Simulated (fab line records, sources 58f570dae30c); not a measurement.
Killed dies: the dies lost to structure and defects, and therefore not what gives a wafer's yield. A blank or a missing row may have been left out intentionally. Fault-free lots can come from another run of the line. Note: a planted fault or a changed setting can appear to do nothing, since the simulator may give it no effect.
Chamber matching	flow berkeley_cmos170	UCB170_V2_CVD_00 on pecvd-01: 3 sister chambers
The step deposits SiO2 from TEOS/O2, target thk 2000 nm, time 250 s. 14 wafers are shown with their chamber, then 7 later ones without.

WAFERS WITH THEIR CHAMBER
wafer	chamber	heater_power_w (W)	rf_fwd_power_W (W)
L206.3	0	241	548.2
L206.4	0	298	551.9
L206.6	1	159	547.5
L212.2	2	295	549.4
L212.4	2	205	548.4
L212.6	1	161	548.0
L217.3	2	217	547.3
L217.5	1	232	547.9
L217.6	2	293	545.9
L216.2	0	284	547.8
L216.4	2	204	546.1
L216.5	1	237	550.6
L219.3	0	235	547.0
L219.5	2	212	551.3

SIGNATURES (averages over the wafers above)
reading	chamber 0	chamber 1	chamber 2	scatter within a chamber
heater_power_w	264.50	197.25	237.67	40.6
rf_fwd_power_W	548.725	548.500	548.067	1.95
Rule: distance of a wafer from a chamber = root of the sum over the readings of ((wafer's reading minus chamber's mean) / reading's scatter) squared. The wafer belongs to the nearest chamber; if the next one is less than 2 further off, it can't be placed. How the scatter is found: for the shown wafers, subtract from each reading the mean of its chamber, square and add these, divide the total by (wafers less chambers), then take the root.

WAFERS MISSING THEIR CHAMBER
wafer	heater_power_w (W)	rf_fwd_power_W (W)
L219.6	234	548.4
L220.1	240	545.6
L220.3	259	549.5
L220.6	161	547.9
L222.1	278	546.1
L222.4	208	545.5
L222.6	205	548.1

CHAMBER TAKEN BY EACH
wafer	from the rows above	in truth
L219.6	can't be placed: 2 or 0 or 1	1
L220.1	can't be placed: 2 or 0 or 1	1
L220.3	can't be placed: 0 or 2 or 1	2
L220.6	can't be placed: 1 or 2 or 0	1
L222.1	can't be placed: 0 or 2 or 1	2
L222.4	can't be placed: 2 or 1 or 0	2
L222.6	can't be placed: 1 or 2 or 0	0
0 of 7 placed correctly. Not placeable from these rows: 7 (in 7, the candidates include the true chamber). Wrongly placed: 0.
